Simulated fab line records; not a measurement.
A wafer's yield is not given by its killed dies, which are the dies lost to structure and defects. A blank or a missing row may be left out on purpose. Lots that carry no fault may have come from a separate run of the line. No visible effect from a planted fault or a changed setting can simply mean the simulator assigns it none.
fab line records || flow berkeley-cmos170
record {"lots": 14, "wafers": 42, "last-day": 11}
route steps=331 shown NWELL@29 SCREENOX@100
lots untouched by any fault: they come from a run of this same line in which no faults occurred
start-h: the number of hours between the record's first day and the start of the first shown wafer of the lot || wait-h: how many hours have passed since the lot's step before this one || " same as the row above || L1.1+2: several wafers, shown together as one row || - value missing, or start not given || * or withheld: withheld || < > ~ a bound
route shown NAME@n: NAME is a module with steps in the file, n the number in the route of the first one || usual: average and standard deviation across the fault-free wafers || same: alike in all rows || chamber/n: place in a boat || sites: each site's reading || _std_site: standard deviation of those values || _edge_site: outer sites' mean less inner sites' || radius-mm: how far each site lies from the wafer's centre || mask NAME#n: copy n || behind: the most recent tool/chamber to have shaped the wafer || hold: why the lot went on hold/how many hours it stayed there/how the hold came to an end || device: whichever transistor did not switch (one of n, p or np) || end of line: tests run on the same wafers once the route is complete || a step with no rows: only its recipe || killed: dies lost to structure and defects at the first sort, not the wafer's yield || map: shows each die of a wafer: x if killed, . if not, _ if none is there
set.NAME: the setting that was run; set.NAME@STEP: the one run at that earlier step || model.NAME: the simulator's own value behind a step, which no gauge read
steps of the route over a sample of lots; a table a step, a row a wafer
services: the hour from which a tool's chamber was out of use, counted from the record's first day as start-h (under 0 if before that day), plus the number of hours and why
## steps
# step UCB170_NWELL_STRIP_15
# recipe {"chemistry": "O2", "power-w": 400, "pressure-mtorr": 3500, "platen-temp-c": "withheld", "o2-flow-sccm": 400, "overash-fraction": 0.5}
# usual {"drypump-motor-current-A": "5.57/0.29", "oes-product-au": "0.721/0.0046", "strip-time-to-endpoint-s": "18.07/0.099"}
{"lot.wafer": "L205.1", "tool": "plasma-asher-04", "chamber": 1, "start-h": 36.62, "wait-h": 0.1, "drypump-motor-current-A": 5.38, "oes-product-au": 0.723, "rf-hours-counter-h": 31, "strip-time-to-endpoint-s": 18.07}
{"lot.wafer": "L205.2", "tool": "plasma-asher-04", "chamber": 0, "start-h": 36.62, "wait-h": 0.1, "drypump-motor-current-A": 5.44, "oes-product-au": 0.725, "rf-hours-counter-h": 31, "strip-time-to-endpoint-s": 18.01}
{"lot.wafer": "L205.4", "tool": "plasma-asher-04", "chamber": 1, "start-h": 36.62, "wait-h": 0.1, "drypump-motor-current-A": 5.38, "oes-product-au": 0.717, "rf-hours-counter-h": "-", "strip-time-to-endpoint-s": 18.13}
{"lot.wafer": "L208.1", "tool": "plasma-asher-04", "chamber": 0, "start-h": 57.00, "wait-h": 0.1, "drypump-motor-current-A": 5.47, "oes-product-au": 0.718, "rf-hours-counter-h": 34, "strip-time-to-endpoint-s": 17.98}
{"lot.wafer": "L208.4", "tool": "plasma-asher-04", "chamber": 1, "start-h": 57.00, "wait-h": 0.1, "drypump-motor-current-A": 5.38, "oes-product-au": 0.724, "rf-hours-counter-h": "-", "strip-time-to-endpoint-s": 18.07}
{"lot.wafer": "L208.6", "tool": "plasma-asher-04", "chamber": 1, "start-h": 57.00, "wait-h": 0.1, "drypump-motor-current-A": 5.38, "oes-product-au": 0.723, "rf-hours-counter-h": "-", "strip-time-to-endpoint-s": 18.10}
{"lot.wafer": "L209.3", "tool": "plasma-asher-04", "chamber": 1, "start-h": 60.93, "wait-h": 0.1, "drypump-motor-current-A": 5.37, "oes-product-au": 0.720, "rf-hours-counter-h": "-", "strip-time-to-endpoint-s": 18.09}
{"lot.wafer": "L209.4", "tool": "plasma-asher-04", "chamber": 0, "start-h": 60.93, "wait-h": 0.1, "drypump-motor-current-A": 5.45, "oes-product-au": 0.721, "rf-hours-counter-h": "-", "strip-time-to-endpoint-s": 18.15}
{"lot.wafer": "L209.6", "tool": "plasma-asher-04", "chamber": 0, "start-h": 60.93, "wait-h": 0.1, "drypump-motor-current-A": 5.45, "oes-product-au": 0.718, "rf-hours-counter-h": "-", "strip-time-to-endpoint-s": 18.09}
{"lot.wafer": "L214.1", "tool": "plasma-asher-04", "chamber": 1, "start-h": 81.85, "wait-h": 0.1, "drypump-motor-current-A": 5.38, "oes-product-au": 0.720, "rf-hours-counter-h": 36, "strip-time-to-endpoint-s": 18.00}
{"lot.wafer": "L214.5", "tool": "plasma-asher-04", "chamber": 0, "start-h": 81.85, "wait-h": 0.1, "drypump-motor-current-A": 5.46, "oes-product-au": 0.735, "rf-hours-counter-h": "-", "strip-time-to-endpoint-s": 17.92}
{"lot.wafer": "L214.6", "tool": "plasma-asher-04", "chamber": 1, "start-h": 81.85, "wait-h": 0.1, "drypump-motor-current-A": 5.36, "oes-product-au": 0.737, "rf-hours-counter-h": "-", "strip-time-to-endpoint-s": 18.06}
{"lot.wafer": "L215.1", "tool": "plasma-asher-04", "chamber": 1, "start-h": 86.14, "wait-h": 0.1, "drypump-motor-current-A": 5.34, "oes-product-au": 0.720, "rf-hours-counter-h": 37, "strip-time-to-endpoint-s": 17.93}
{"lot.wafer": "L215.5", "tool": "plasma-asher-04", "chamber": 1, "start-h": 86.14, "wait-h": 0.1, "drypump-motor-current-A": 5.38, "oes-product-au": 0.720, "rf-hours-counter-h": "-", "strip-time-to-endpoint-s": 17.94}
{"lot.wafer": "L215.6", "tool": "plasma-asher-04", "chamber": 0, "start-h": 86.14, "wait-h": 0.1, "drypump-motor-current-A": 5.45, "oes-product-au": 0.717, "rf-hours-counter-h": "-", "strip-time-to-endpoint-s": 18.02}
{"lot.wafer": "L216.2", "tool": "plasma-asher-03", "chamber": 1, "start-h": 94.20, "wait-h": 0.1, "drypump-motor-current-A": 5.16, "oes-product-au": 0.718, "rf-hours-counter-h": 31, "strip-time-to-endpoint-s": 17.95}
{"lot.wafer": "L216.3", "tool": "plasma-asher-03", "chamber": 0, "start-h": 94.20, "wait-h": 0.1, "drypump-motor-current-A": 5.85, "oes-product-au": 0.719, "rf-hours-counter-h": "-", "strip-time-to-endpoint-s": 18.08}
{"lot.wafer": "L216.5", "tool": "plasma-asher-03", "chamber": 1, "start-h": 94.20, "wait-h": 0.1, "drypump-motor-current-A": 5.13, "oes-product-au": 0.720, "rf-hours-counter-h": "-", "strip-time-to-endpoint-s": 17.95}
{"lot.wafer": "L217.2", "tool": "plasma-asher-03", "chamber": 0, "start-h": 98.99, "wait-h": 0.1, "drypump-motor-current-A": 5.92, "oes-product-au": 0.720, "rf-hours-counter-h": 31, "strip-time-to-endpoint-s": 18.33}
{"lot.wafer": "L217.3", "tool": "plasma-asher-03", "chamber": 1, "start-h": 98.99, "wait-h": 0.1, "drypump-motor-current-A": 5.19, "oes-product-au": 0.726, "rf-hours-counter-h": "-", "strip-time-to-endpoint-s": 18.14}
{"lot.wafer": "L217.6", "tool": "plasma-asher-03", "chamber": 1, "start-h": 98.99, "wait-h": 0.1, "drypump-motor-current-A": 5.16, "oes-product-au": 0.722, "rf-hours-counter-h": "-", "strip-time-to-endpoint-s": 18.11}
{"lot.wafer": "L219.2", "tool": "plasma-asher-04", "chamber": 0, "start-h": 105.36, "wait-h": 0.1, "drypump-motor-current-A": 5.44, "oes-product-au": 0.726, "rf-hours-counter-h": 39, "strip-time-to-endpoint-s": 18.17}
{"lot.wafer": "L219.4", "tool": "plasma-asher-04", "chamber": 0, "start-h": 105.36, "wait-h": 0.1, "drypump-motor-current-A": 5.44, "oes-product-au": 0.722, "rf-hours-counter-h": "-", "strip-time-to-endpoint-s": 18.16}
{"lot.wafer": "L219.6", "tool": "plasma-asher-04", "chamber": 0, "start-h": 105.36, "wait-h": 0.1, "drypump-motor-current-A": 5.45, "oes-product-au": 0.723, "rf-hours-counter-h": "-", "strip-time-to-endpoint-s": 18.11}
{"lot.wafer": "L218.1", "tool": "plasma-asher-03", "chamber": 0, "start-h": 105.64, "wait-h": 0.1, "drypump-motor-current-A": 5.86, "oes-product-au": 0.718, "rf-hours-counter-h": 32, "strip-time-to-endpoint-s": 18.08}
{"lot.wafer": "L218.4", "tool": "plasma-asher-03", "chamber": 1, "start-h": 105.64, "wait-h": 0.1, "drypump-motor-current-A": 5.18, "oes-product-au": 0.730, "rf-hours-counter-h": "-", "strip-time-to-endpoint-s": 18.06}
{"lot.wafer": "L218.6", "tool": "plasma-asher-03", "chamber": 1, "start-h": 105.64, "wait-h": 0.1, "drypump-motor-current-A": 5.22, "oes-product-au": 0.725, "rf-hours-counter-h": "-", "strip-time-to-endpoint-s": 18.17}
{"lot.wafer": "L223.2", "tool": "plasma-asher-03", "chamber": 1, "start-h": 124.94, "wait-h": 0.1, "drypump-motor-current-A": 5.16, "oes-product-au": 0.725, "rf-hours-counter-h": 35, "strip-time-to-endpoint-s": 18.10}
{"lot.wafer": "L223.3", "tool": "plasma-asher-03", "chamber": 1, "start-h": 124.94, "wait-h": 0.1, "drypump-motor-current-A": 5.14, "oes-product-au": 0.725, "rf-hours-counter-h": "-", "strip-time-to-endpoint-s": 18.01}
{"lot.wafer": "L223.5", "tool": "plasma-asher-03", "chamber": 1, "start-h": 124.94, "wait-h": 0.1, "drypump-motor-current-A": 5.13, "oes-product-au": 0.720, "rf-hours-counter-h": "-", "strip-time-to-endpoint-s": 18.18}
{"lot.wafer": "L224.2", "tool": "plasma-asher-04", "chamber": 1, "start-h": 129.32, "wait-h": 0.1, "drypump-motor-current-A": 5.38, "oes-product-au": 0.727, "rf-hours-counter-h": 1, "strip-time-to-endpoint-s": 17.98}
{"lot.wafer": "L224.4", "tool": "plasma-asher-04", "chamber": 0, "start-h": 129.32, "wait-h": 0.1, "drypump-motor-current-A": 5.45, "oes-product-au": 0.719, "rf-hours-counter-h": "-", "strip-time-to-endpoint-s": 18.04}
{"lot.wafer": "L224.6", "tool": "plasma-asher-04", "chamber": 0, "start-h": 129.32, "wait-h": 0.1, "drypump-motor-current-A": 5.44, "oes-product-au": 0.721, "rf-hours-counter-h": "-", "strip-time-to-endpoint-s": 18.00}
{"lot.wafer": "L225.1", "tool": "plasma-asher-04", "chamber": 0, "start-h": 136.61, "wait-h": 0.1, "drypump-motor-current-A": 5.45, "oes-product-au": 0.715, "rf-hours-counter-h": 2, "strip-time-to-endpoint-s": 18.16}
{"lot.wafer": "L225.2", "tool": "plasma-asher-04", "chamber": 1, "start-h": 136.61, "wait-h": 0.1, "drypump-motor-current-A": 5.37, "oes-product-au": 0.720, "rf-hours-counter-h": 2, "strip-time-to-endpoint-s": 17.99}
{"lot.wafer": "L225.4", "tool": "plasma-asher-04", "chamber": 1, "start-h": 136.61, "wait-h": 0.1, "drypump-motor-current-A": 5.37, "oes-product-au": 0.726, "rf-hours-counter-h": "-", "strip-time-to-endpoint-s": 17.87}
{"lot.wafer": "L226.3", "tool": "plasma-asher-02", "chamber": 0, "start-h": 137.09, "wait-h": 0.1, "drypump-motor-current-A": 5.89, "oes-product-au": 0.724, "rf-hours-counter-h": "-", "strip-time-to-endpoint-s": 18.07}
{"lot.wafer": "L226.4", "tool": "plasma-asher-02", "chamber": 1, "start-h": 137.09, "wait-h": 0.1, "drypump-motor-current-A": 6.04, "oes-product-au": 0.722, "rf-hours-counter-h": "-", "strip-time-to-endpoint-s": 18.07}
{"lot.wafer": "L226.6", "tool": "plasma-asher-02", "chamber": 1, "start-h": 137.09, "wait-h": 0.1, "drypump-motor-current-A": 6.00, "oes-product-au": 0.715, "rf-hours-counter-h": "-", "strip-time-to-endpoint-s": 18.24}
{"lot.wafer": "L227.1", "tool": "plasma-asher-02", "chamber": 0, "start-h": 145.61, "wait-h": 0.1, "drypump-motor-current-A": 5.90, "oes-product-au": 0.724, "rf-hours-counter-h": 44, "strip-time-to-endpoint-s": 17.93}
{"lot.wafer": "L227.3", "tool": "plasma-asher-02", "chamber": 1, "start-h": 145.61, "wait-h": 0.1, "drypump-motor-current-A": 6.04, "oes-product-au": 0.723, "rf-hours-counter-h": "-", "strip-time-to-endpoint-s": 17.96}
{"lot.wafer": "L227.4", "tool": "plasma-asher-02", "chamber": 0, "start-h": 145.61, "wait-h": 0.1, "drypump-motor-current-A": 5.86, "oes-product-au": 0.716, "rf-hours-counter-h": "-", "strip-time-to-endpoint-s": 17.91}
# step UCB170_SCREENOX_WET_ETCH_00
# recipe {"chemistry": "dHF", "dilution": "25:1", "target": "SiO2", "temp-c": 25, "time-s": 200}
# usual {"bath-heat-duty-pct": "6.2/0.81", "run-length-s": "227/3.3"}
{"lot.wafer": "L205.1", "tool": "wet-bench-04", "chamber": 2, "start-h": 102.59, "wait-h": 0.1, "bath-heat-duty-pct": 6.3, "run-length-s": 235}
{"lot.wafer": "L205.2", "tool": "wet-bench-04", "chamber": 2, "start-h": 102.59, "wait-h": 0.1, "bath-heat-duty-pct": 6.7, "run-length-s": 235}
{"lot.wafer": "L205.4", "tool": "wet-bench-04", "chamber": 2, "start-h": 102.59, "wait-h": 0.1, "bath-heat-duty-pct": 6.8, "run-length-s": 235}
{"lot.wafer": "L208.1", "tool": "wet-bench-01", "chamber": 0, "start-h": 125.89, "wait-h": 0.3, "bath-heat-duty-pct": 7.2, "run-length-s": 224}
{"lot.wafer": "L208.4", "tool": "wet-bench-01", "chamber": 0, "start-h": 125.89, "wait-h": 0.3, "bath-heat-duty-pct": 7.3, "run-length-s": 224}
{"lot.wafer": "L208.6", "tool": "wet-bench-01", "chamber": 0, "start-h": 125.89, "wait-h": 0.3, "bath-heat-duty-pct": 6.9, "run-length-s": 224}
{"lot.wafer": "L209.3", "tool": "wet-bench-01", "chamber": 2, "start-h": 125.89, "wait-h": 0.3, "bath-heat-duty-pct": 6.8, "run-length-s": 225}
{"lot.wafer": "L209.4", "tool": "wet-bench-01", "chamber": 2, "start-h": 125.89, "wait-h": 0.3, "bath-heat-duty-pct": 6.9, "run-length-s": 225}
{"lot.wafer": "L209.6", "tool": "wet-bench-01", "chamber": 2, "start-h": 125.89, "wait-h": 0.3, "bath-heat-duty-pct": 5.8, "run-length-s": 225}
{"lot.wafer": "L214.1", "tool": "wet-bench-02", "chamber": 0, "start-h": 151.05, "wait-h": 0.3, "bath-heat-duty-pct": 5.4, "run-length-s": 226}
{"lot.wafer": "L214.5", "tool": "wet-bench-02", "chamber": 0, "start-h": 151.05, "wait-h": 0.3, "bath-heat-duty-pct": 6.1, "run-length-s": 226}
{"lot.wafer": "L214.6", "tool": "wet-bench-02", "chamber": 0, "start-h": 151.05, "wait-h": 0.3, "bath-heat-duty-pct": 5.5, "run-length-s": 226}
{"lot.wafer": "L215.1", "tool": "wet-bench-01", "chamber": 2, "start-h": 155.40, "wait-h": 0.1, "bath-heat-duty-pct": 7.1, "run-length-s": 226}
{"lot.wafer": "L215.5", "tool": "wet-bench-01", "chamber": 2, "start-h": 155.40, "wait-h": 0.1, "bath-heat-duty-pct": 5.8, "run-length-s": 226}
{"lot.wafer": "L215.6", "tool": "wet-bench-01", "chamber": 2, "start-h": 155.40, "wait-h": 0.1, "bath-heat-duty-pct": 6.4, "run-length-s": 226}
{"lot.wafer": "L216.2", "tool": "wet-bench-01", "chamber": 2, "start-h": 155.40, "wait-h": 0.0, "bath-heat-duty-pct": 6.5, "run-length-s": 227}
{"lot.wafer": "L216.3", "tool": "wet-bench-01", "chamber": 2, "start-h": 155.40, "wait-h": 0.0, "bath-heat-duty-pct": 5.4, "run-length-s": 227}
{"lot.wafer": "L216.5", "tool": "wet-bench-01", "chamber": 2, "start-h": 155.40, "wait-h": 0.0, "bath-heat-duty-pct": 5.7, "run-length-s": 227}
{"lot.wafer": "L217.2", "tool": "wet-bench-01", "chamber": 1, "start-h": 164.02, "wait-h": 0.2, "bath-heat-duty-pct": 6.7, "run-length-s": 226}
{"lot.wafer": "L217.3", "tool": "wet-bench-01", "chamber": 1, "start-h": 164.02, "wait-h": 0.2, "bath-heat-duty-pct": 5.8, "run-length-s": 226}
{"lot.wafer": "L217.6", "tool": "wet-bench-01", "chamber": 1, "start-h": 164.02, "wait-h": 0.2, "bath-heat-duty-pct": 6.0, "run-length-s": 226}
{"lot.wafer": "L218.1", "tool": "wet-bench-01", "chamber": 2, "start-h": 180.27, "wait-h": 0.1, "bath-heat-duty-pct": 5.2, "run-length-s": 233}
{"lot.wafer": "L218.4", "tool": "wet-bench-01", "chamber": 2, "start-h": 180.27, "wait-h": 0.1, "bath-heat-duty-pct": 5.8, "run-length-s": 233}
{"lot.wafer": "L218.6", "tool": "wet-bench-01", "chamber": 2, "start-h": 180.27, "wait-h": 0.1, "bath-heat-duty-pct": 6.4, "run-length-s": 233}
{"lot.wafer": "L219.2", "tool": "wet-bench-01", "chamber": 1, "start-h": 180.27, "wait-h": 0.0, "bath-heat-duty-pct": 6.6, "run-length-s": 234}
{"lot.wafer": "L219.4", "tool": "wet-bench-01", "chamber": 1, "start-h": 180.27, "wait-h": 0.0, "bath-heat-duty-pct": 5.4, "run-length-s": 234}
{"lot.wafer": "L219.6", "tool": "wet-bench-01", "chamber": 1, "start-h": 180.27, "wait-h": 0.0, "bath-heat-duty-pct": 6.0, "run-length-s": 234}
{"lot.wafer": "L223.2", "tool": "wet-bench-01", "chamber": 3, "start-h": 191.74, "wait-h": 0.3, "bath-heat-duty-pct": 5.0, "run-length-s": 226}
{"lot.wafer": "L223.3", "tool": "wet-bench-01", "chamber": 3, "start-h": 191.74, "wait-h": 0.3, "bath-heat-duty-pct": 5.7, "run-length-s": 226}
{"lot.wafer": "L223.5", "tool": "wet-bench-01", "chamber": 3, "start-h": 191.74, "wait-h": 0.3, "bath-heat-duty-pct": 5.8, "run-length-s": 226}
{"lot.wafer": "L224.2", "tool": "wet-bench-01", "chamber": 0, "start-h": 191.74, "wait-h": 0.3, "bath-heat-duty-pct": 6.8, "run-length-s": 224}
{"lot.wafer": "L224.4", "tool": "wet-bench-01", "chamber": 0, "start-h": 191.74, "wait-h": 0.3, "bath-heat-duty-pct": 6.0, "run-length-s": 224}
{"lot.wafer": "L224.6", "tool": "wet-bench-01", "chamber": 0, "start-h": 191.74, "wait-h": 0.3, "bath-heat-duty-pct": 6.7, "run-length-s": 224}
{"lot.wafer": "L225.1", "tool": "wet-bench-01", "chamber": 2, "start-h": 201.19, "wait-h": 0.1, "bath-heat-duty-pct": "-", "run-length-s": "-"}
{"lot.wafer": "L225.2", "tool": "wet-bench-01", "chamber": 2, "start-h": 201.19, "wait-h": 0.1, "bath-heat-duty-pct": "-", "run-length-s": "-"}
{"lot.wafer": "L225.4", "tool": "wet-bench-01", "chamber": 2, "start-h": 201.19, "wait-h": 0.1, "bath-heat-duty-pct": "-", "run-length-s": "-"}
{"lot.wafer": "L226.3", "tool": "wet-bench-01", "chamber": 3, "start-h": 201.19, "wait-h": 0.0, "bath-heat-duty-pct": "-", "run-length-s": "-"}
{"lot.wafer": "L226.4", "tool": "wet-bench-01", "chamber": 3, "start-h": 201.19, "wait-h": 0.0, "bath-heat-duty-pct": "-", "run-length-s": "-"}
{"lot.wafer": "L226.6", "tool": "wet-bench-01", "chamber": 3, "start-h": 201.19, "wait-h": 0.0, "bath-heat-duty-pct": "-", "run-length-s": "-"}
{"lot.wafer": "L227.1", "tool": "wet-bench-02", "chamber": 0, "start-h": 212.51, "wait-h": 1.6, "bath-heat-duty-pct": 6.3, "run-length-s": 234}
{"lot.wafer": "L227.3", "tool": "wet-bench-02", "chamber": 0, "start-h": 212.51, "wait-h": 1.6, "bath-heat-duty-pct": 5.4, "run-length-s": 234}
{"lot.wafer": "L227.4", "tool": "wet-bench-02", "chamber": 0, "start-h": 212.51, "wait-h": 1.6, "bath-heat-duty-pct": 5.9, "run-length-s": 234}
## services
{"tool": "plasma-asher-02", "chamber": "-", "start-h": 88.82, "hours": 5.4, "kind": "repair"}
{"tool": "plasma-asher-04", "chamber": "-", "start-h": 108.75, "hours": 9.0, "kind": "pm"}
{"tool": "plasma-asher-04", "chamber": 0, "start-h": 108.75, "hours": 9.0, "kind": "vent-cycle"}
{"tool": "plasma-asher-04", "chamber": 1, "start-h": 108.75, "hours": 9.0, "kind": "vent-cycle"}
{"tool": "plasma-asher-04", "chamber": 0, "start-h": 117.75, "hours": "-", "kind": "clean"}
{"tool": "plasma-asher-04", "chamber": 1, "start-h": 117.75, "hours": "-", "kind": "clean"}
{"tool": "plasma-asher-04", "chamber": "-", "start-h": 123.07, "hours": 2.8, "kind": "pm"}
{"tool": "plasma-asher-04", "chamber": "-", "start-h": 132.69, "hours": 1.2, "kind": "repair"}
{"tool": "plasma-asher-03", "chamber": "-", "start-h": 159.38, "hours": 0.9, "kind": "repair"}
{"tool": "wet-bench-02", "chamber": "-", "start-h": 192.33, "hours": 19.8, "kind": "repair"}
## key
first-sign {"step": "UCB170_SCREENOX_WET_ETCH_00", "reading": "tool-record", "direction": "missing"}
effect none on later readings
met-at UCB170_SCREENOX_WET_ETCH_00
struck-lots L225,L226
later-rows-left-out L225.1,L225.2,L225.4,L226.3,L226.4,L226.6
sort-left-out L225.1,L225.2,L225.4,L226.3,L226.4,L226.6
tester-left-out L225,L226
not-acting-at UCB170_NWELL_STRIP_15
onset-between 191.74 201.19
fault {"kind": "skipped-step-whole", "tool": "wet-bench-01", "chamber": "-", "onset-h": 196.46, "steps": "UCB170_SCREENOX_WET_ETCH_00", "scope": "struck-lots-only"}
# tester-left-out: of these lots the tester's yield and bins aren't shown, on N5 and GAA mostly nor the transistor test; their killed dies are dies lost to structure and defects alone, not to doping, threshold or leakage, so they don't give the yield
# sort-left-out: the simulated sort isn't trusted on such a fault, so these wafers' sort isn't shown, and their yield isn't known
# later-rows-left-out: the simulator's readings of these wafers behind a module that went badly wrong aren't trusted and aren't shown, but for the sort
